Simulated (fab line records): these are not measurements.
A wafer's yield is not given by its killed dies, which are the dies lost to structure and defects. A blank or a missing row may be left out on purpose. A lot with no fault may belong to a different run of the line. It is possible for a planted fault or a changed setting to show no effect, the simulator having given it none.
8D (eight disciplines) problem report, filled in by code | flow berkeleyCmos170 | the parts of the form that need people (team, actions taken, sign-off) are left out

== 1. THE PROBLEM ==
At UCB170_V2_CD_MEAS_12, cdNm averages 760.7 nm over 6 wafers from 2 lots, while fault-free wafers read 699.6 nm, standard deviation 1.3. That is +47 standard deviations from the usual mean.
The step: target cd 700 nm.
First seen on wafer L424.1, day 11 01:44, on cdSem-02. Wafers with a number at this step in the record: 42, from 14 lots. By rule, "out" or "out of limits" means more than 4 standard deviations away from the usual mean. The rest of the wafers with a number are treated as sound.

== 2. WHAT IT IS AND WHAT IT IS NOT ==
question                    | is                     | is not
which readings at this step | cdNm                   | -
which lots                  | L424, L432             | L411, L412, L413, L415, L416, L418, L419, L420, L421, L422, L430, L433
which wafers of those lots  | all that have a number | -
read on which gauges        | cdSem-01, cdSem-02     | -
when                        | from day 11 01:44      | up to then (30 sound wafers); but 6 sound wafers of L430, L433 came after

== 3. SUSPECTS, AND WHAT RULES EACH OUT ==
Counting: a tool at a process step up to the reading stays a suspect if it ran every lot that is out and no sound lot after the first of them.
- ruled out: the gauge at UCB170_V2_CD_MEAS_12. 2 gauges (cdSem-01, cdSem-02) read the wafers that are out.
- lithoTrack-01 at UCB170_V2_SOFTBAKE_08 (time 60 s): kept. Every lot that is out went through it, starting with L424 (day 11 00:40), and after that it ran no sound lot; the last sound lot it ran before then is L422 (day 10 09:46). Out on those wafers are its own readings of heaterPowerTotalW, plateTempC.
The count leaves lithoTrack-01 at UCB170_V2_SOFTBAKE_08.

== 4. THE CAUSE (what the simulator had put in) ==
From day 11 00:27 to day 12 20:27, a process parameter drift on lithoTrack-01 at UCB170_V2_SOFTBAKE_08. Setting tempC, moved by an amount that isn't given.
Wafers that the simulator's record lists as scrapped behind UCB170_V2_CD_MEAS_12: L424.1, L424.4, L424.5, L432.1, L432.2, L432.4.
This tool alone remained once counting was done.

== 5. THE CHAIN OF EFFECTS, in route order ==
Rows list readings where the struck wafers' mean (over those with a number) sits beyond 3 standard deviations from the usual. Scope: only readings with a usual standard deviation given in the record; hours: median across lots of the time from each lot's start at the first step in this table that gives one to its start at this step; sigmas: change in usual standard deviations.
hours | step                  | reading           | usual    | on struck wafers | change | sigmas
0     | UCB170_V2_SOFTBAKE_08 | heaterPowerTotalW | 56.80 W  | 67.44            | +10.64 | +99 or more
0     | UCB170_V2_SOFTBAKE_08 | plateTempC        | 130.01 C | 148.52           | +18.51 | +99 or more
1     | UCB170_V2_CD_MEAS_12  | cdNm              | 699.6 nm | 760.7            | +61.1  | +47
Here are the process steps it includes:
- UCB170_V2_SOFTBAKE_08: time 60 s.

== 6. HOW IT WOULD HAVE BEEN CAUGHT EARLIER ==
In this record the first reading out of limits at a measuring or inspecting step was taken at day 11 01:44, 1 hour after the fault began at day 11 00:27.
At UCB170_V2_SOFTBAKE_08, the tool's own readings (heaterPowerTotalW, plateTempC) were out on each struck wafer the step has a row for, so an alarm limit on them would have fired on the first such wafer.
Of the lots that are out (2), L432 began UCB170_V2_SOFTBAKE_08 on lithoTrack-01 after day 11 01:44. A tool hold placed at that time would have kept it from harm.
